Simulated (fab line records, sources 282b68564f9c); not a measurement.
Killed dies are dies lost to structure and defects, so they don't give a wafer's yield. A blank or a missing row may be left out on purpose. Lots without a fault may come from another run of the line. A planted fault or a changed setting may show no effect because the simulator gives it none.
fab line records | flow rit_cmos
record lots=14 wafers=42 last_day=7
route steps=202 shown NLDD@112 M1@202
lots that met no fault: from a run of the same line without faults
start_h: hours from the record's first day to the start of the lot's first wafer shown | wait_h: hours since the lot's step before | " the same as in the row above | L1.1+2: a row that stands for several wafers | - no value, or no start given | * or withheld: withheld | < > ~ a bound
route shown NAME@n: a module of which the file shows steps, and the number in the route of the first | usual: mean/standard deviation of fault-free wafers | same: alike in all rows | chamber/n: place in a boat | sites: the reading at each site | _std_site: their standard deviation | _edge_site: outer sites' mean less inner sites' | radius_mm: how far each site lies from the wafer's centre | mask NAME#n: copy n | behind: the tool/chamber that last shaped the wafer | hold: why the lot was held/for how many hours/how that ended | device: the transistor (n, p or np) that didn't switch | end of line: the same wafers' tests at the end of the route | a step without rows: its recipe alone | killed: dies lost to structure and defects at the first sort, not the wafer's yield | map: a wafer's dies, x killed, . not, _ none there
set.NAME: the setting as run; set.NAME@STEP: as run at that earlier step | model.NAME: the simulator's own value behind a step, which no gauge read
steps of the route over a sample of lots; a table a step, a row a wafer
services: from which hour (start_h, from the record's first day; less than 0 if before it) a tool's chamber was out of use, for how many hours, and why
## steps
# step RIT_NLDD_STRIP_09
# recipe chemistry=O2 time_s=180 resist=NOVOLAK platen_temp_c=withheld power_w=500 pressure_mtorr=4000 o2_flow_sccm=4000
# usual drypump_motor_current_A=5.7/0.33
# columns lot.wafer tool chamber start_h wait_h drypump_motor_current_A rf_hours_counter_h
L316.3 plasma_asher-02 0 46.99 0.1 5.7 -
L316.4 " 1 " " 6.1 -
L316.5 " 0 " " 5.7 -
L317.2 plasma_asher-01 0 50.00 0.1 5.0 41
L317.4 " 0 " " 5.0 -
L317.6 " 1 " " 6.0 -
L318.1 plasma_asher-02 0 53.85 0.1 5.7 22
L318.3 " 0 " " 5.7 -
L318.6 " 0 " " 5.7 -
L321.1 plasma_asher-02 1 69.03 0.1 6.2 24
L321.5 " 0 " " 5.7 -
L321.6 " 1 " " 6.1 -
L323.2 plasma_asher-01 0 80.85 0.1 5.0 44
L323.4 " 1 " " 6.0 -
L323.5 " 1 " " 6.0 -
L324.3 plasma_asher-03 0 83.23 0.1 5.7 -
L324.4 " 1 " " 5.7 -
L324.6 " 1 " " 5.7 -
L325.2 plasma_asher-03 0 87.64 0.1 5.8 47
L325.4 " 0 " " 5.8 -
L325.6 " 0 " " 5.8 -
L328.2 plasma_asher-03 0 103.16 0.1 5.8 49
L328.4 " 0 " " 5.7 -
L328.5 " 1 " " 5.7 -
L329.1 plasma_asher-01 0 108.01 0.1 5.0 48
L329.2 " 1 " " 6.0 48
L329.5 " 1 " " 6.0 -
L330.3 plasma_asher-03 1 113.01 0.1 5.7 -
L330.4 " 0 " " 5.7 -
L330.6 " 0 " " 5.7 -
L332.3 plasma_asher-03 1 123.53 0.1 5.7 -
L332.4 " 0 " " 5.7 -
L332.6 " 1 " " 5.7 -
L334.1 plasma_asher-03 1 131.74 0.1 5.7 53
L334.5 " 0 " " 5.7 -
L334.6 " 1 " " 5.7 -
L335.2 plasma_asher-03 0 137.22 0.3 5.8 54
L335.4 " 1 " " 5.7 -
L335.6 " 1 " " 5.7 -
L338.2 plasma_asher-02 1 152.59 0.1 6.1 27
L338.3 " 0 " " 5.7 -
L338.4 " 1 " " 6.1 -
# step RIT_M1_PROBE_99
# usual killed_at_M0_to_M3=0.0/0.14 killed_at_front_end=7/3.2 killed_dies=7/3.2 killed_on_rim=1.6/1.2 killed_open=3.2/2.1 killed_short=3.7/2.1
# same gross_dies=264 killed_at_M4_up=0 killed_at_back_side=0 killed_at_contacts=0 killed_at_other=0
# columns lot.wafer tool chamber start_h wait_h killed_at_M0_to_M3 killed_at_front_end killed_dies killed_on_rim killed_open killed_short
L316.3 prober-02 - 62.93 0.2 0 15 15 4 6 9
L316.4 prober-02 - 62.98 0.2 0 12 12 2 8 4
L316.5 prober-02 - 63.03 0.2 0 5 5 0 2 3
L317.2 prober-01 - 65.57 0.1 0 6 6 2 3 3
L317.4 prober-01 - 65.67 0.2 0 5 5 1 1 4
L317.6 prober-01 - 65.77 0.2 0 3 3 0 2 1
L318.1 prober-02 - 69.21 0.1 0 9 9 3 5 4
L318.3 prober-02 - 69.31 0.2 0 2 2 0 0 2
L318.6 prober-02 - 69.46 0.2 0 5 5 2 1 4
L321.1 prober-01 - 84.52 0.1 0 11 11 4 5 6
L321.5 prober-01 - 84.72 0.2 0 7 7 1 4 3
L321.6 prober-01 - 84.77 0.2 0 6 6 2 4 2
L323.2 prober-01 - 96.36 0.1 0 8 8 3 3 5
L323.4 prober-01 - 96.46 0.2 0 9 9 1 1 8
L323.5 prober-01 - 96.51 0.2 0 9 9 2 6 3
L324.3 prober-02 - 98.77 0.2 0 6 6 2 3 3
L324.4 prober-02 - 98.82 0.2 0 8 8 1 4 4
L324.6 prober-02 - 98.92 0.2 0 1 1 1 0 1
L325.2 prober-01 - 103.36 0.1 0 4 4 1 1 3
L325.4 prober-01 - 103.46 0.2 0 11 11 2 4 7
L325.6 prober-01 - 103.56 0.2 0 12 12 4 9 3
L328.2 prober-02 - 119.67 0.1 0 4 4 0 1 3
L328.4 prober-02 - 119.77 0.2 1 5 6 0 5 1
L328.5 prober-02 - 119.82 0.2 0 11 11 2 5 6
L329.1 prober-01 - 123.67 0.1 0 5 5 1 2 3
L329.2 prober-01 - 123.72 0.1 0 7 7 2 3 4
L329.5 prober-01 - 123.87 0.2 0 6 6 2 3 3
L330.3 prober-02 - 128.15 0.2 0 3 3 0 3 0
L330.4 prober-02 - 128.20 0.2 0 2 2 2 2 0
L330.6 prober-02 - 128.30 0.2 0 1 1 1 0 1
L332.3 prober-02 - 138.66 0.2 0 10 10 1 7 3
L332.4 prober-02 - 138.71 0.2 0 4 4 0 2 2
L332.6 prober-02 - 138.81 0.2 0 3 3 2 3 0
L334.1 prober-02 - 148.63 0.1 0 20 20 9 1 1
L334.5 prober-02 - 148.83 0.2 0 4 4 3 2 2
L334.6 prober-02 - 148.88 0.2 0 28 28 11 5 5
L335.2 prober-01 - 153.72 0.1 0 11 11 3 5 5
L335.4 prober-01 - 153.82 0.2 0 32 32 12 7 8
L335.6 prober-01 - 153.92 0.2 0 23 23 9 2 5
L338.2 prober-02 - 167.89 0.1 0 3 3 1 1 2
L338.3 prober-02 - 167.94 0.2 0 14 14 5 3 11
L338.4 prober-02 - 167.99 0.2 0 4 4 0 3 1
# killed by level:class
L316.3 GATE:geometric_particle:short=3 SPACER:geometric_particle:short=3 FOX1:geometric_particle:open=2 GATE:geometric_particle:open=2 FOX1:geometric_particle:short=1 REOX:geometric_particle:short=1 REOX:geometric_particle:open=1 SILICIDE:geometric_particle:short=1
L316.4 GATE:geometric_particle:short=4 GATE:geometric_particle:open=3 SPACER:geometric_particle:open=3 FOX1:geometric_particle:open=1 SILICIDE:geometric_particle:open=1
L316.5 FOX1:geometric_particle:short=2 SILICIDE:geometric_particle:open=1 REOX:geometric_particle:short=1 SPACER:geometric_particle:open=1
L317.2 REOX:geometric_particle:open=2 FOX2:geometric_particle:short=1 REOX:geometric_particle:short=1 SPACER:geometric_particle:open=1 SPACER:geometric_particle:short=1
L317.4 FOX1:geometric_particle:short=1 FOX2:geometric_particle:short=1 GATE:geometric_particle:short=1 GATE:geometric_particle:open=1 SPACER:geometric_particle:short=1
L317.6 FOX2:geometric_particle:open=2 REOX:geometric_particle:short=1
L318.1 GATE:geometric_particle:open=2 SPACER:geometric_particle:short=2 FOX1:geometric_particle:open=1 FOX2:geometric_particle:short=1 FOX2:geometric_particle:open=1 GATE:geometric_particle:short=1 SPACER:geometric_particle:open=1
L318.3 GATE:geometric_particle:short=2
L318.6 GATE:geometric_particle:short=2 FOX1:geometric_particle:short=1 FOX1:geometric_particle:open=1 REOX:geometric_particle:short=1
L321.1 GATE:geometric_particle:short=4 GATE:geometric_particle:open=3 SPACER:geometric_particle:open=2 FOX1:geometric_particle:short=1 SPACER:geometric_particle:short=1
L321.5 GATE:geometric_particle:short=2 GATE:geometric_particle:open=2 REOX:geometric_particle:open=1 SPACER:geometric_particle:open=1 SILICIDE:geometric_particle:short=1
L321.6 SPACER:geometric_particle:open=2 FOX1:geometric_particle:open=1 FOX2:geometric_particle:short=1 GATE:geometric_particle:open=1 GATE:geometric_particle:short=1
L323.2 FOX1:geometric_particle:short=3 FOX2:geometric_particle:open=1 GATE:geometric_particle:open=1 REOX:geometric_particle:open=1 SPACER:geometric_particle:short=1 SILICIDE:geometric_particle:short=1
L323.4 GATE:geometric_particle:short=5 FOX2:geometric_particle:short=2 FOX1:geometric_particle:open=1 SILICIDE:geometric_particle:short=1
L323.5 GATE:geometric_particle:open=3 SILICIDE:geometric_particle:short=2 FOX2:geometric_particle:open=1 GATE:geometric_particle:short=1 REOX:geometric_particle:open=1 SPACER:geometric_particle:open=1
L324.3 GATE:geometric_particle:open=2 SPACER:geometric_particle:short=2 FOX2:geometric_particle:short=1 SPACER:geometric_particle:open=1
L324.4 FOX1:geometric_particle:short=1 FOX2:geometric_particle:short=1 FOX2:geometric_particle:open=1 GATE:geometric_particle:open=1 GATE:geometric_particle:short=1 SPACER:geometric_particle:open=1 SPACER:geometric_particle:short=1 SILICIDE:geometric_particle:open=1
L324.6 SILICIDE:geometric_particle:short=1
L325.2 FOX1:geometric_particle:short=1 GATE:geometric_particle:short=1 REOX:geometric_particle:open=1 SPACER:geometric_particle:short=1
L325.4 GATE:geometric_particle:short=3 SPACER:geometric_particle:open=3 FOX1:geometric_particle:open=1 FOX1:geometric_particle:short=1 FOX2:geometric_particle:short=1 REOX:geometric_particle:short=1 SPACER:geometric_particle:short=1
L325.6 GATE:geometric_particle:open=4 FOX1:geometric_particle:open=3 GATE:geometric_particle:short=2 FOX1:geometric_particle:short=1 SPACER:geometric_particle:open=1 SILICIDE:geometric_particle:open=1
L328.2 GATE:geometric_particle:short=2 GATE:geometric_particle:open=1 REOX:geometric_particle:short=1
L328.4 GATE:geometric_particle:open=3 FOX2:geometric_particle:open=2 M1:geometric_particle:short=1
L328.5 FOX1:geometric_particle:open=3 REOX:geometric_particle:short=3 GATE:geometric_particle:open=2 GATE:geometric_particle:short=2 FOX1:geometric_particle:short=1
L329.1 REOX:geometric_particle:short=3 FOX2:geometric_particle:open=1 SILICIDE:geometric_particle:open=1
L329.2 FOX2:geometric_particle:short=2 GATE:geometric_particle:open=2 FOX1:geometric_particle:open=1 GATE:geometric_particle:short=1 SPACER:geometric_particle:short=1
L329.5 SPACER:geometric_particle:short=2 FOX1:geometric_particle:open=1 FOX2:geometric_particle:open=1 GATE:geometric_particle:short=1 GATE:geometric_particle:open=1
L330.3 GATE:geometric_particle:open=2 SILICIDE:geometric_particle:open=1
L330.4 FOX2:geometric_particle:open=1 SPACER:geometric_particle:open=1
L330.6 FOX2:geometric_particle:short=1
L332.3 GATE:geometric_particle:open=4 REOX:geometric_particle:short=2 REOX:geometric_particle:open=2 GATE:geometric_particle:short=1 SPACER:geometric_particle:open=1
L332.4 FOX1:geometric_particle:short=1 GATE:geometric_particle:open=1 REOX:geometric_particle:short=1 SPACER:geometric_particle:open=1
L332.6 GATE:geometric_particle:open=2 SILICIDE:geometric_particle:open=1
L334.1 NLDD:unspecified=18 SILICIDE:geometric_particle:open=1 SILICIDE:geometric_particle:short=1
L334.5 GATE:geometric_particle:open=1 GATE:geometric_particle:short=1 REOX:geometric_particle:short=1 SPACER:geometric_particle:open=1
L334.6 NLDD:unspecified=18 SILICIDE:geometric_particle:short=3 GATE:geometric_particle:open=2 SILICIDE:geometric_particle:open=2 ACTIVE:geometric_particle:short=1 GATE:geometric_particle:short=1 REOX:geometric_particle:open=1
L335.2 GATE:geometric_particle:open=2 GATE:geometric_particle:short=2 FOX1:geometric_particle:short=1 FOX2:geometric_particle:open=1 FOX2:geometric_particle:short=1 REOX:geometric_particle:open=1 SILICIDE:geometric_particle:open=1 SILICIDE:geometric_particle:short=1
L335.4 NLDD:unspecified=17 FOX2:geometric_particle:short=3 FOX2:geometric_particle:open=3 GATE:geometric_particle:short=2 GATE:geometric_particle:open=2 REOX:geometric_particle:short=2 FOX1:geometric_particle:open=1 REOX:geometric_particle:open=1
L335.6 NLDD:unspecified=15 GATE:geometric_particle:short=2 REOX:geometric_particle:short=2 GATE:geometric_particle:open=1 REOX:geometric_particle:open=1 SPACER:geometric_particle:short=1 PSD:coat_microbubble_printed=1
L338.2 GATE:geometric_particle:short=2 GATE:geometric_particle:open=1
L338.3 FOX2:geometric_particle:short=5 FOX1:geometric_particle:open=2 GATE:geometric_particle:short=2 REOX:geometric_particle:short=2 FOX1:geometric_particle:short=1 FOX2:geometric_particle:open=1 SPACER:geometric_particle:short=1
L338.4 REOX:geometric_particle:open=2 SILICIDE:geometric_particle:short=1 SILICIDE:geometric_particle:open=1
## services
# columns tool chamber start_h hours kind
plasma_asher-02 - 92.79 55.8 repair
## key
first_sign step=RIT_M1_PROBE_99 reading=killed_at_front_end direction=up sigmas=6 usual=7 struck=26
effect step=RIT_M1_PROBE_99 reading=killed_dies direction=up sigmas=5.9 usual=7 struck=26
met_at RIT_NLDD_STRIP_09
struck_lots L334,L335
struck_wafers L334.1,L334.6,L335.4,L335.6
tester_left_out L334,L335
onset_between 123.53 131.74
fault kind=chamber_particle_source tool=plasma_asher-03 chamber=1 onset_h=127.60 steps=RIT_NLDD_STRIP_09 rate_per_visit_cm2=0.38916 end_h=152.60
# tester_left_out: of these lots the tester's yield and bins aren't shown, on N5 and GAA mostly nor the transistor test; their killed dies are dies lost to structure and defects alone, not to doping, threshold or leakage, so they don't give the yield
